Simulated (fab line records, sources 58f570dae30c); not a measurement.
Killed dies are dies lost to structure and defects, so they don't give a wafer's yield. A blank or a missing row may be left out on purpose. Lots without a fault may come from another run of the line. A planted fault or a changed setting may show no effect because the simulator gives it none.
Problem report in the 8D (eight disciplines) form, filled by code | flow berkeley_cmos170 | the parts of the form that need people (team, actions taken, sign-off) are left out

1. THE PROBLEM
run_length_s at UCB170_M1_METAL_ETCH_12 reads a mean of 148.9 s on 9 wafers of 3 lots; wafers without a fault read 158.5 s with a standard deviation of 0.47. That is -20 standard deviations from the usual mean.
The step: etches Al in Cl2/BCl3, stops on PSG, target depth 780 nm, time 130 s.
First seen on wafer L748.2, day 11 02:28, on rie_metal-03. The record holds 21 wafers of 7 lots with a number at this step. Rule for "out", or "out of limits": more than 4 standard deviations from the usual mean. The other wafers with a number count as sound.

2. WHAT IT IS AND WHAT IT IS NOT
question                    | is                     | is not
which readings at this step | run_length_s           | drypump_motor_current_A, throttle_valve_pct
which lots                  | L748, L750, L752       | L736, L741, L747, L754
which wafers of those lots  | all that have a number | -
read on which tools         | rie_metal-03           | rie_metal-02, rie_metal-04
when                        | from day 11 02:28      | up to then (9 sound wafers); but 3 sound wafers of L754 came after

3. SUSPECTS, AND WHAT RULES EACH OUT
Counting: a tool at a process step up to the reading stays a suspect if it ran every lot that is out and no sound lot after the first of them.
- rie_metal-03 at UCB170_M1_METAL_ETCH_12 (etches Al in Cl2/BCl3, stops on PSG, target depth 780 nm, time 130 s): kept. It ran every lot that is out, first L748 (day 11 02:28), and no sound lot after that; its last sound lot up to then is L736 (day 8 08:09). Its own readings are out on those wafers: run_length_s.
Left after counting: rie_metal-03 at UCB170_M1_METAL_ETCH_12.

4. THE CAUSE (what the simulator had put in)
Process parameter drift: rie_metal-03, from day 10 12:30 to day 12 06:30, at UCB170_M1_METAL_ETCH_12. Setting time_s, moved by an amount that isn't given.
Counting left only this tool.

5. THE CHAIN OF EFFECTS, in route order
Each row: a reading whose mean over the struck wafers that have a number lies more than 3 standard deviations from the usual. Only readings for which the record gives a usual standard deviation are gone through. hours: the time from each lot's start at the first step in this table that gives one to its start at this step, as a median over the lots. sigmas: the change in usual standard deviations.
hours | step                    | reading        | usual      | on struck wafers | change | sigmas
0     | UCB170_M1_METAL_ETCH_12 | oes_product_au | 0.856 a.u. | 0.924            | +0.068 | +5.2
0     | UCB170_M1_METAL_ETCH_12 | run_length_s   | 158.5 s    | 148.9            | -9.6   | -20
The process steps in it:
- UCB170_M1_METAL_ETCH_12: etches Al in Cl2/BCl3, stops on PSG, target depth 780 nm, time 130 s.
Readings that are blank on the struck wafers while sound wafers have them: bias_w at UCB170_M1_METAL_ETCH_12.

6. WHAT WOULD HAVE CAUGHT IT SOONER
In this record the first reading out of limits was taken at day 11 02:28, 14 hours after the fault began at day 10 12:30.
